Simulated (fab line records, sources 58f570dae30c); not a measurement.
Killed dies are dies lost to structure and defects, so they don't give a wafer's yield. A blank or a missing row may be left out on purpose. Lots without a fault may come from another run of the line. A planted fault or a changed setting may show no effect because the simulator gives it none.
fab line records | flow berkeley_cmos170
record lots=14 wafers=42 last_day=12
route steps=331 shown M1@239 M2@272 V2@292 M3@310
lots that met no fault: from a run of the same line without faults
start_h: hours from the record's first day to the start of the lot's first wafer shown | wait_h: hours since the lot's step before | " the same as in the row above | L1.1+2: a row that stands for several wafers | - no value, or no start given | * or withheld: withheld | < > ~ a bound
route shown NAME@n: a module of which the file shows steps, and the number in the route of the first | usual: mean/standard deviation of fault-free wafers | same: alike in all rows | chamber/n: place in a boat | sites: the reading at each site | _std_site: their standard deviation | _edge_site: outer sites' mean less inner sites' | radius_mm: how far each site lies from the wafer's centre | mask NAME#n: copy n | behind: the tool/chamber that last shaped the wafer | hold: why the lot was held/for how many hours/how that ended | device: the transistor (n, p or np) that didn't switch | end of line: the same wafers' tests at the end of the route | a step without rows: its recipe alone | killed: dies lost to structure and defects at the first sort, not the wafer's yield | map: a wafer's dies, x killed, . not, _ none there
set.NAME: the setting as run; set.NAME@STEP: as run at that earlier step | model.NAME: the simulator's own value behind a step, which no gauge read
steps of the route over a sample of lots; a table a step, a row a wafer
services: from which hour (start_h, from the record's first day; less than 0 if before it) a tool's chamber was out of use, for how many hours, and why
## steps
# step UCB170_M1_RS_MEAS_01
# recipe thk_meas_gauge=four-point-probe reads=Al_of_M1_SPUTTER_00
# usual M1_AL_RS=0.0482/0.00057
# columns lot.wafer tool chamber start_h wait_h M1_AL_RS[ohm/sq]
L909.1 film_metro-03 - 156.53 0.0 0.0484
L909.2 " - " " 0.0485
L909.3 " - " " 0.0481
L910.1 film_metro-01 - 158.50 0.0 0.0481
L910.2 " - " " 0.0483
L910.3 " - " " 0.0480
L912.3 film_metro-04 - 179.31 0.1 0.0476
L912.4 " - " " 0.0479
L912.6 " - " " 0.0471
L911.2 film_metro-03 - 179.53 0.1 0.0487
L911.3 " - " " 0.0484
L911.5 " - " " 0.0484
L913.3 film_metro-04 - 186.57 0.1 0.0478
L913.5 " - " " 0.0479
L913.6 " - " " 0.0475
L914.1 film_metro-03 - 187.02 0.0 0.0487
L914.5 " - " " 0.0480
L914.6 " - " " 0.0485
L917.4 film_metro-01 - 206.69 0.1 0.0484
L917.5 " - " " 0.0486
L917.6 " - " " 0.0475
L915.1 film_metro-01 - 207.92 0.0 0.0480
L915.4 " - " " 0.0474
L915.6 " - " " 0.0479
L921.4 film_metro-01 - 214.57 0.1 0.0480
L921.5 " - " " 0.0489
L921.6 " - " " 0.0487
L926.2 film_metro-04 - 245.03 0.1 0.0481
L926.4 " - " " 0.0477
L926.5 " - " " 0.0475
L924.1 film_metro-01 - 245.58 0.0 0.0490
L924.2 " - " " 0.0486
L924.3 " - " " 0.0484
L928.2 film_metro-03 - 264.78 0.1 0.0482
L928.3 " - " " 0.0488
L928.4 " - " " 0.0492
L931.1 film_metro-04 - 270.69 0.0 0.0485
L931.4 " - " " 0.0480
L931.5 " - " " 0.0484
L932.4 film_metro-03 - 274.74 0.1 0.0484
L932.5 " - " " 0.0481
L932.6 " - " " 0.0483
# step UCB170_M2_SPUTTER_01
# recipe material=Al target_thk_nm=900 time_s=120 power_w=6000 chamber_pressure_pa=0.5
# usual throttle_valve_pct=30.4/1.3
# columns lot.wafer tool chamber start_h wait_h throttle_valve_pct
L909.1 pvd_sputter-03 - 162.56 0.0 28.8
L909.2 " - " " 31.9
L909.3 " - " " 30.6
L910.1 pvd_sputter-02 - 166.44 0.0 28.8
L910.2 " - " " 30.2
L910.3 " - " " 30.3
L912.3 pvd_sputter-01 - 186.25 0.0 29.7
L912.4 " - " " 31.8
L912.6 " - " " 28.9
L911.2 pvd_sputter-03 - 186.54 0.0 30.6
L911.3 " - " " 28.7
L911.5 " - " " 30.6
L913.3 pvd_sputter-01 - 192.81 0.0 31.7
L913.5 " - " " 32.7
L913.6 " - " " 29.1
L914.1 pvd_sputter-02 - 195.63 0.0 28.9
L914.5 " - " " 30.5
L914.6 " - " " 30.8
L917.4 pvd_sputter-01 - 216.76 0.0 33.0
L917.5 " - " " 28.9
L917.6 " - " " 29.6
L915.1 pvd_sputter-02 - 216.87 0.0 29.1
L915.4 " - " " 30.5
L915.6 " - " " 30.4
L921.4 pvd_sputter-01 - 226.36 0.0 31.8
L921.5 " - " " 28.8
L921.6 " - " " 29.5
L926.2 pvd_sputter-01 - 252.68 0.0 32.8
L926.4 " - " " 29.4
L926.5 " - " " 29.2
L924.1 pvd_sputter-03 - 253.13 0.0 31.7
L924.2 " - " " 30.7
L924.3 " - " " 28.7
L928.2 pvd_sputter-03 - 270.80 0.0 30.8
L928.3 " - " " 31.7
L928.4 " - " " 30.5
L931.1 pvd_sputter-02 - 277.27 0.0 30.6
L931.4 " - " " 30.1
L931.5 " - " " 30.6
L932.4 pvd_sputter-03 - 282.52 0.0 31.7
L932.5 " - " " 28.6
L932.6 " - " " 30.5
# step UCB170_V2_CVD_00
# recipe material=SiO2 target_thk_nm=2000 temp_c=390 precursor=TEOS/O2 time_s=250 rf_w=550 pressure_mtorr=9000
# usual heater_power_w=265/61 susceptor_temp_C=390.00/0.24
# columns lot.wafer tool chamber start_h wait_h heater_power_w susceptor_temp_C
L909.1 pecvd-02 0 165.78 0.1 185 389.96
L909.2 " 1 " " 389 390.00
L909.3 " 2 " " 237 390.08
L910.1 pecvd-03 0 169.75 0.1 289 390.34
L910.2 " 1 " " 272 389.99
L910.3 " 2 " " 272 390.33
L912.3 pecvd-02 1 190.31 0.1 308 389.75
L912.4 " 1 " " 375 390.22
L912.6 " 2 " " 221 390.16
L911.2 pecvd-03 1 190.63 0.1 245 390.08
L911.3 " 2 " " 308 389.92
L911.5 " 2 " " 374 389.79
L913.3 pecvd-02 1 196.79 0.1 397 389.69
L913.5 " 0 " " 221 389.99
L913.6 " 2 " " 219 390.10
L914.1 pecvd-01 1 198.89 0.1 322 390.05
L914.5 " 1 " " 313 390.41
L914.6 " 0 " " 320 389.92
L917.4 pecvd-03 1 219.84 0.1 207 390.48
L917.5 " 0 " " 211 389.55
L917.6 " 2 " " 271 390.06
L915.1 pecvd-01 2 220.07 0.1 171 389.55
L915.4 " 1 " " 228 390.31
L915.6 " 2 " " 222 389.82
L921.4 pecvd-01 2 229.60 0.1 160 389.89
L921.5 " 1 " " 237 389.99
L921.6 " 0 " " 242 390.04
L926.2 pecvd-01 0 256.41 0.1 345 390.27
L926.4 " 1 " " 232 390.29
L926.5 " 0 " " 245 390.10
L924.1 pecvd-03 2 256.92 0.1 347 389.57
L924.2 " 0 " " 267 390.01
L924.3 " 2 " " 266 389.86
L928.2 pecvd-01 1 273.54 0.1 310 389.61
L928.3 " 0 " " 248 390.08
L928.4 " 2 " " 155 389.71
L931.1 pecvd-03 1 280.25 0.1 214 390.08
L931.4 " 0 " " 213 389.97
L931.5 " 1 " " 279 390.15
L932.4 pecvd-03 2 285.50 0.1 266 390.05
L932.5 " 0 " " 217 390.16
L932.6 " 1 " " 208 389.98
# step UCB170_M3_SPUTTER_01
# recipe material=Al target_thk_nm=900 time_s=120 power_w=6000 chamber_pressure_pa=0.5
# usual throttle_valve_pct=30.6/1.2
# columns lot.wafer tool chamber start_h wait_h throttle_valve_pct
L909.1 pvd_sputter-03 - 169.03 0.0 30.6
L909.2 " - " " 28.9
L909.3 " - " " 31.9
L910.1 pvd_sputter-01 - 172.41 0.0 29.7
L910.2 " - " " 32.8
L910.3 " - " " 28.9
L912.3 pvd_sputter-04 - 192.99 0.0 30.7
L912.4 " - " " 30.8
L912.6 " - " " 30.8
L911.2 pvd_sputter-03 - 193.23 0.0 28.5
L911.3 " - " " 31.9
L911.5 " - " " 30.6
L913.3 pvd_sputter-01 - 199.44 0.0 31.6
L913.5 " - " " 32.1
L913.6 " - " " 29.8
L914.1 pvd_sputter-01 - 201.74 0.0 28.5
L914.5 " - " " 28.6
L914.6 " - " " 32.7
L917.4 pvd_sputter-03 - 222.38 0.0 30.8
L917.5 " - " " 30.6
L917.6 " - " " 31.8
L915.1 pvd_sputter-01 - 222.71 0.0 29.9
L915.4 " - " " 29.6
L915.6 " - " " 32.7
L921.4 pvd_sputter-01 - 233.77 0.0 32.8
L921.5 " - " " 29.5
L921.6 " - " " 28.8
L926.2 pvd_sputter-04 - 259.04 0.0 30.5
L926.4 " - " " 30.7
L926.5 " - " " 30.7
L924.1 pvd_sputter-03 - 259.69 0.0 28.7
L924.2 " - " " 32.1
L924.3 " - " " 30.5
L928.2 pvd_sputter-03 - 276.02 0.0 30.8
L928.3 " - " " 30.6
L928.4 " - " " 28.5
L931.1 pvd_sputter-04 - 283.45 0.0 30.8
L931.4 " - " " 30.0
L931.5 " - " " 30.9
L932.4 pvd_sputter-04 - 287.76 0.0 30.8
L932.5 " - " " 30.8
L932.6 " - " " 31.1
# step UCB170_M3_RS_MEAS_02
# recipe thk_meas_gauge=four-point-probe reads=Al_of_M3_SPUTTER_01
# usual M3_AL_RS=0.0320/0.00041
# columns lot.wafer tool chamber start_h wait_h M3_AL_RS[ohm/sq]
L909.1 film_metro-04 - 169.11 0.0 0.0324
L909.2 " - " " 0.0325
L909.3 " - " " 0.0328
L910.1 film_metro-03 - 172.51 0.1 0.0316
L910.2 " - " " 0.0315
L910.3 " - " " 0.0319
L912.3 film_metro-03 - 193.11 0.1 0.0317
L912.4 " - " " 0.0319
L912.6 " - " " 0.0318
L911.2 film_metro-01 - 193.33 0.1 0.0322
L911.3 " - " " 0.0324
L911.5 " - " " 0.0320
L913.3 film_metro-01 - 199.56 0.1 0.0322
L913.5 " - " " 0.0323
L913.6 " - " " 0.0317
L914.1 film_metro-04 - 201.82 0.0 0.0318
L914.5 " - " " 0.0318
L914.6 " - " " 0.0313
L917.4 film_metro-01 - 222.53 0.1 0.0312
L917.5 " - " " 0.0315
L917.6 " - " " 0.0319
L915.1 film_metro-04 - 222.80 0.0 0.0421
L915.4 " - " " 0.0422
L915.6 " - " " 0.0423
L921.4 film_metro-04 - 233.91 0.1 0.0427
L921.5 " - " " 0.0427
L921.6 " - " " 0.0432
L926.2 film_metro-01 - 259.14 0.1 0.0321
L926.4 " - " " 0.0319
L926.5 " - " " 0.0319
L924.1 film_metro-01 - 259.78 0.0 0.0315
L924.2 " - " " 0.0317
L924.3 " - " " 0.0313
L928.2 film_metro-03 - 276.13 0.1 0.0318
L928.3 " - " " 0.0314
L928.4 " - " " 0.0318
L931.1 film_metro-04 - 283.54 0.0 0.0321
L931.4 " - " " 0.0320
L931.5 " - " " 0.0320
L932.4 film_metro-03 - 287.90 0.1 0.0330
L932.5 " - " " 0.0331
L932.6 " - " " 0.0328
# step UCB170_M3_THK_MEAS_03
# recipe thk_meas_gauge=xrf reads=Al_of_M3_SPUTTER_01
# usual M3_AL_THK=903/12
# columns lot.wafer tool chamber start_h wait_h M3_AL_THK[nm]
L909.1 film_metro-04 - 169.23 0.1 890
L909.2 " - " " 893
L909.3 " - " " 889
L910.1 film_metro-03 - 172.63 0.1 920
L910.2 " - " " 919
L910.3 " - " " 909
L912.3 film_metro-03 - 193.21 0.1 912
L912.4 " - " " 904
L912.6 " - " " 908
L911.2 film_metro-01 - 193.44 0.1 888
L911.3 " - " " 883
L911.5 " - " " 900
L913.3 film_metro-01 - 199.66 0.1 892
L913.5 " - " " 889
L913.6 " - " " 909
L914.1 film_metro-04 - 201.94 0.1 905
L914.5 " - " " 909
L914.6 " - " " 924
L917.4 film_metro-01 - 222.62 0.1 925
L917.5 " - " " 920
L917.6 " - " " 905
L915.1 film_metro-04 - 222.92 0.1 684
L915.4 " - " " 688
L915.6 " - " " 683
L921.4 film_metro-04 - 234.00 0.1 679
L921.5 " - " " 676
L921.6 " - " " 680
L926.2 film_metro-01 - 259.25 0.1 901
L926.4 " - " " 905
L926.5 " - " " 907
L924.1 film_metro-01 - 259.90 0.1 909
L924.2 " - " " 908
L924.3 " - " " 917
L928.2 film_metro-03 - 276.24 0.1 909
L928.3 " - " " 919
L928.4 " - " " 903
L931.1 film_metro-04 - 283.66 0.1 900
L931.4 " - " " 905
L931.5 " - " " 906
L932.4 film_metro-03 - 287.99 0.1 876
L932.5 " - " " 876
L932.6 " - " " 879
# step UCB170_M3_METAL_ETCH_18
# recipe chemistry=Cl2/BCl3 target=Al stop_on=SiO2 pressure_mtorr=12 target_depth_a=11700 over_etch_frac=0.3 time_s=195 icp_w=600 bias_w=116.8 Cl2_flow_sccm=90 bcl3_flow_sccm=45
# usual drypump_motor_current_A=5.8/0.6 he_backside_leak_sccm=3.5/0.41 oes_product_au=0.864/0.013 throttle_valve_pct=24.43/0.26
# columns lot.wafer tool chamber start_h wait_h drypump_motor_current_A he_backside_leak_sccm oes_product_au rf_hours_counter_h throttle_valve_pct
L909.1 rie_metal-01 1 171.18 - 5.7 3.3 0.855 10 24.41
L909.2 " 0 " " 6.2 3.3 0.859 6 24.64
L909.3 " 0 " " 6.2 3.6 0.856 - 24.64
L910.1 rie_metal-03 0 174.63 - 6.6 3.5 0.880 6 24.49
L910.2 " 1 " " 5.0 5.5 0.835 12 24.79
L910.3 " 1 " " 5.1 3.3 0.841 - 24.79
L912.3 rie_metal-04 1 196.72 - 4.9 3.6 0.870 - 24.20
L912.4 " 0 " " 6.0 3.1 0.868 - 24.03
L912.6 " 0 " " 6.0 3.1 0.877 - 24.02
L911.2 rie_metal-01 0 197.20 - 6.3 3.4 0.867 6 24.64
L911.3 " 0 " " 6.3 3.3 0.862 - 24.65
L911.5 " 1 " " 5.6 3.4 0.867 - 24.41
L913.3 rie_metal-03 1 201.72 - 5.0 3.2 0.835 - 24.81
L913.5 " 0 " " 6.6 3.5 0.867 - 24.51
L913.6 " 1 " " 5.1 3.3 0.840 - 24.79
L914.1 rie_metal-04 0 203.91 - 6.0 3.4 0.880 4 24.02
L914.5 " 0 " " 6.0 3.1 0.864 - 24.03
L914.6 " 1 " " 4.9 3.3 0.877 - 24.20
L917.4 rie_metal-01 1 226.08 - 5.7 3.2 0.863 - 24.40
L917.5 " 0 " " 6.3 3.6 0.871 - 24.64
L917.6 " 1 " " 5.7 3.2 0.857 - 24.43
L915.1 rie_metal-03 0 226.49 - 6.6 3.6 0.760 8 24.57
L915.4 " 0 " " 6.6 3.6 0.763 - 24.55
L915.6 " 1 " " 5.1 3.2 0.720 - 24.85
L921.4 rie_metal-01 0 236.44 - 6.3 3.6 0.751 - 24.69
L921.5 " 0 " " 6.2 3.6 0.748 - 24.69
L921.6 " 1 " " 5.7 3.2 0.740 - 24.48
L926.2 rie_metal-04 1 261.78 - 4.9 3.5 0.871 7 24.21
L926.4 " 0 " " 6.0 3.2 0.863 - 24.03
L926.5 " 0 " " 5.9 3.1 0.869 - 24.03
L924.1 rie_metal-03 1 262.40 - 5.1 3.2 0.847 15 24.79
L924.2 " 0 " " 6.6 3.6 0.876 9 24.51
L924.3 " 0 " " 6.6 3.7 0.892 - 24.50
L928.2 rie_metal-01 1 279.13 - 5.7 3.2 0.854 0 24.31
L928.3 " 0 " " 6.3 3.6 0.887 - 24.64
L928.4 " 1 " " 5.7 3.3 0.865 - 24.33
L931.1 rie_metal-04 1 285.80 - 4.9 3.5 0.857 7 24.20
L931.4 " 1 " " 4.9 3.4 0.866 - 24.21
L931.5 " 0 " " 6.0 3.2 0.859 - 24.04
L932.4 rie_metal-01 0 290.06 - 6.3 3.5 0.852 - 24.65
L932.5 " 1 " " 5.7 3.3 0.853 - 24.32
L932.6 " 0 " " 6.2 3.6 0.861 - 24.65
## services
# columns tool chamber start_h hours kind
pecvd-01 - 140.73 1.9 repair
pvd_sputter-03 - 144.94 1.3 repair
rie_metal-04 1 147.99 1.0 repair
pecvd-03 0 149.50 - clean
pecvd-03 1 149.50 - clean
pecvd-03 2 149.50 - clean
pecvd-03 - 158.90 1.2 repair
pvd_sputter-04 - 159.37 0.6 repair
pecvd-03 - 174.06 6.0 pm
pecvd-01 2 183.62 28.4 repair
rie_metal-01 1 211.30 1.6 repair
pecvd-02 - 222.16 6.0 pm
rie_metal-04 - 226.35 0.8 repair
pvd_sputter-01 - 241.82 1.3 repair
pecvd-03 1 255.71 8.4 repair
rie_metal-01 1 257.71 - clean
rie_metal-01 1 257.71 14.1 scheduled_down
rie_metal-01 1 257.71 14.1 vent_cycle
pvd_sputter-01 - 263.31 2.3 repair
rie_metal-04 - 272.44 1.0 repair
## key
first_sign step=UCB170_M3_RS_MEAS_02 reading=M3_AL_RS direction=up sigmas=26 usual=0.0320 struck=0.0425
effect step=UCB170_M3_THK_MEAS_03 reading=M3_AL_THK direction=down sigmas=19 usual=903 struck=682
effect step=UCB170_M3_METAL_ETCH_18 reading=oes_product_au direction=down sigmas=8.6 usual=0.864 struck=0.747
met_at UCB170_M3_SPUTTER_01
struck_lots L915,L921
sort_left_out L915.1,L915.4,L915.6
not_acting_at UCB170_M1_RS_MEAS_01,UCB170_M2_SPUTTER_01,UCB170_V2_CVD_00
onset_between 201.74 222.71
fault kind=process_parameter_drift tool=pvd_sputter-01 chamber=- onset_h=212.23 steps=UCB170_M3_SPUTTER_01 channel=target_thk_nm offset=-222.21 shape=step end_h=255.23 acts_in=these_recipes_only stated=900
# sort_left_out: the simulated sort isn't trusted on such a fault, so these wafers' sort isn't shown, and their yield isn't known
